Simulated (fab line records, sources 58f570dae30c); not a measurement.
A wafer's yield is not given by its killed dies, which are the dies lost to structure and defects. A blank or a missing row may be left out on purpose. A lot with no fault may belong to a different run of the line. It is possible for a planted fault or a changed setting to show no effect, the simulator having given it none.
Problem report in the 8D (eight disciplines) form, filled by code / flow berkeley-cmos170 / the parts of the form that need people (team, actions taken, sign-off) are left out

## 1. THE ISSUE
Mean of cd-nm at UCB170_PLDD_CD_MEAS_06: 1184.3 nm across 9 wafers in 3 lots; on wafers with no fault it is 1199.9 nm (standard deviation 1.5). That is -10 standard deviations from the usual mean.
The step: target cd 1200 nm.
First observed at day 10 01:04: wafer L507.1, on cd-sem-02. Wafers with a number at this step in the record: 45, from 15 lots. By rule, "out" or "out of limits" means more than 4 standard deviations away from the usual mean. The other wafers with a number count as sound.

## 2. WHAT THIS IS AND IS NOT
question=which readings at this step | is=cd-nm | is not=-
question=which lots | is=L505, L507, L508 | is not=L493, L494, L495, L496, L499, L500, L503, L504, L509, L512, L513, L514
question=which wafers of those lots | is=all that have a number | is not=-
question=read on which gauges | is=cd-sem-02 | is not=cd-sem-01
question=when | is=from day 10 01:04 | is not=up to then (24 sound wafers); but 12 sound wafers of L509, L512, L513, L514 came after

## 3. WHAT RULES OUT EACH SUSPECT
Counting: any tool at a process step up to the reading is kept as a suspect provided that every lot that is out went through it and no sound lot did after the first of them.
- the gauge at UCB170_PLDD_CD_MEAS_06 has been ruled out. All the wafers that are out were read on cd-sem-02, but those of them that UCB170_PLDD_TW_MEAS_11 has rows for are out there too, on other tools.
- litho-track-02 at UCB170_PLDD_DEVELOP_05 (develop time 45 s): kept. Every lot that is out went through it, starting with L507 (day 10 00:00), and after that it ran no sound lot; the last sound lot it ran before then is L504 (day 9 18:00).
Left after counting: litho-track-02 at UCB170_PLDD_DEVELOP_05.

## 4. THE CAUSE (what the simulator had put in)
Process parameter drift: litho-track-02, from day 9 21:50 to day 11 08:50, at UCB170_PLDD_DEVELOP_05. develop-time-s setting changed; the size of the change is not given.
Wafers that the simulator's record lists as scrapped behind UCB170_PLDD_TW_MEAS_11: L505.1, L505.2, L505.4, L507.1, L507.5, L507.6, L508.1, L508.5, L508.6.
After counting, this tool was the only one left.

## 5. THE CHAIN OF EFFECTS, in route order
Rows list readings where the struck wafers' mean (over those with a number) sits beyond 3 standard deviations from the usual. Only readings whose record carries a usual standard deviation are examined. hours: median over the lots of the time between each lot's start at the first step of this table that gives one and its start at this step. sigmas: the change, counted in usual standard deviations.
hours=0; step=UCB170_PLDD_CD_MEAS_06; reading=cd-nm; usual=1199.9 nm; on struck wafers=1184.3; change=-15.6; sigmas=-10
hours=4; step=UCB170_PLDD_TW_MEAS_11; reading=PLDD_TW; usual=1011; on struck wafers=30; change=-981; sigmas=-99 or more

## 6. WHAT WOULD HAVE CAUGHT IT SOONER
Counted from the fault's start at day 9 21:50, it took 3 hours until the first out-of-limits reading at a measuring or inspecting step in this record, taken at day 10 01:04.
Among the 3 lots that are out, L508 began UCB170_PLDD_DEVELOP_05 on litho-track-02 after day 10 01:04. Holding the tool at that time would have saved it.
